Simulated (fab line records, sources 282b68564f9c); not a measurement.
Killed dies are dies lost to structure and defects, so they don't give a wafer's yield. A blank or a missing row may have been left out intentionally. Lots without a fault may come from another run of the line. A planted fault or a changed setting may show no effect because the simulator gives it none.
What tool caused it? | flow rit-cmos | 15 lots, 45 wafers sampled, at 3 steps of a route of 202

== WHAT THE GAUGES SHOWED, per wafer ==
RIT_PRETRO_TW_MEAS_10.
lot  | measured    | on            | PRETRO_TW
L490 | day 2 07:20 | film-metro-02 | 483 485 483
L493 | day 2 23:20 | film-metro-04 | 472 471 472
L495 | day 3 08:21 | film-metro-01 | 468 468 469
L496 | day 3 13:29 | film-metro-02 | 484 482 483
L497 | day 3 19:19 | film-metro-04 | 469 470 471
L498 | day 4 00:22 | film-metro-01 | 468 467 468
L501 | day 4 14:37 | film-metro-02 | 480 484 479
L500 | day 4 16:58 | film-metro-04 | 468 469 471
L502 | day 4 20:05 | film-metro-04 | 470 470 470
L503 | day 5 00:22 | film-metro-01 | 471 470 470
L505 | day 5 11:32 | film-metro-02 | 482 484 480
L508 | day 6 02:10 | film-metro-02 | 477 480 478
L509 | day 6 08:18 | film-metro-04 | 469 466 470
L510 | day 6 16:27 | film-metro-04 | 472 470 468
L511 | day 6 18:26 | film-metro-02 | 481 479 481

RIT_CONTACT_OVL_MEAS_09.
lot  | measured    | on         | CONTACT_OVL (nm)
L490 | day 3 03:48 | overlay-01 | 2.1 1.2 1.6
L493 | day 3 20:15 | overlay-01 | 1.5 4.7 2.1
L495 | day 4 05:43 | overlay-02 | 0.5 1.9 2.4
L496 | day 4 09:56 | overlay-01 | 0.6 1.8 0.4
L497 | day 4 17:32 | overlay-02 | 0.5 -1.0 0.7
L498 | day 4 20:06 | overlay-02 | 1.5 0.9 0.9
L501 | day 5 13:02 | overlay-02 | 3.8 3.8 2.4
L500 | day 5 17:58 | overlay-02 | -0.2 0.5 0.7
L502 | day 5 15:51 | overlay-01 | 4.8 4.7 4.4
L503 | day 5 20:46 | overlay-01 | -0.1 2.0 0.0
L505 | day 6 09:48 | overlay-02 | 0.9 0.6 0.7
L508 | day 7 02:26 | overlay-02 | 1.3 1.7 0.7
L509 | day 7 04:13 | overlay-02 | 1.3 2.5 0.7
L510 | day 7 16:29 | overlay-02 | 0.7 -0.4 1.6
L511 | day 7 16:43 | overlay-01 | 1.6 3.1 2.8

== TOOL THAT RAN EACH LOT (tool first, then ch and the chambers of the sampled wafers, then the start) ==
lot  | RIT_PLDD_STRIP_09
L490 | plasma-asher-03 ch 0,1, day 2 19:10
L493 | plasma-asher-03 ch 0,1, day 3 11:49
L495 | plasma-asher-01 ch 0,1, day 3 20:43
L496 | plasma-asher-03 ch 0,1, day 4 01:11
L497 | plasma-asher-03 ch 0,1, day 4 08:52
L498 | plasma-asher-03 ch 0,1, day 4 11:43
L501 | plasma-asher-03 ch 0,1, day 5 03:31
L500 | plasma-asher-03 ch 0,1, day 5 07:02
L502 | plasma-asher-04 ch 0,1, day 5 07:25
L503 | plasma-asher-01 ch 0,1, day 5 12:19
L505 | plasma-asher-04 ch 0,1, day 6 00:26
L508 | plasma-asher-04 ch 0,1, day 6 17:28
L509 | plasma-asher-04 ch 0,1, day 6 19:54
L510 | plasma-asher-03 ch 0,1, day 7 07:58
L511 | plasma-asher-04 ch 0, day 7 08:16
- RIT_PLDD_STRIP_09: strips in O2, time 180 s.

== WHAT THE TOOLS THEMSELVES READ (means of the sampled wafers that have a number; where no wafer has one, the mark that the record gives instead) ==
RIT_PLDD_STRIP_09.
lot  | tool            | drypump-motor-current-A (A) | run-length-s (s)
L490 | plasma-asher-03 | 6.0                         | 208.1
L493 | plasma-asher-03 | 6.1                         | 208.1
L495 | plasma-asher-01 | 5.9                         | 208.4
L496 | plasma-asher-03 | 6.1                         | 208.5
L497 | plasma-asher-03 | 6.1                         | 208.3
L498 | plasma-asher-03 | 6.1                         | 208.1
L501 | plasma-asher-03 | 6.1                         | 208.3
L500 | plasma-asher-03 | 6.1                         | 208.3
L502 | plasma-asher-04 | 5.6                         | 208.5
L503 | plasma-asher-01 | 5.8                         | 208.5
L505 | plasma-asher-04 | 5.6                         | 208.8
L508 | plasma-asher-04 | 6.0                         | 208.6
L509 | plasma-asher-04 | 6.0                         | 208.5
L510 | plasma-asher-03 | 6.1                         | 208.3
L511 | plasma-asher-04 | 6.4                         | 208.2

== THE ANSWER, worked out from the rows above alone ==
Rule: what is usual is taken from the lots themselves. The widest of any qualifying gaps counts: lots, ordered by their means at a reading, are off when they make up no more than a third of the lots, leave a main group of 4 or more, and stand apart from it by 3 or more times the standard deviation of that group's means. Not used: any main group whose means are identical at the precision the tables above print for the reading. A lot without any number at a reading at which 4 lots or more have one is off too. The other lots that the step has rows for count as sound. First the gauges in route order, then the tools' own readings, where a lot's mean is used as printed above. The first step at which some lot is off is used, and at that step the reading that is off furthest; a lot without a number counts as furthest.
Nothing can be told from this: no lot is off at any reading shown.

== WHAT THE SIMULATOR PUT IN ==
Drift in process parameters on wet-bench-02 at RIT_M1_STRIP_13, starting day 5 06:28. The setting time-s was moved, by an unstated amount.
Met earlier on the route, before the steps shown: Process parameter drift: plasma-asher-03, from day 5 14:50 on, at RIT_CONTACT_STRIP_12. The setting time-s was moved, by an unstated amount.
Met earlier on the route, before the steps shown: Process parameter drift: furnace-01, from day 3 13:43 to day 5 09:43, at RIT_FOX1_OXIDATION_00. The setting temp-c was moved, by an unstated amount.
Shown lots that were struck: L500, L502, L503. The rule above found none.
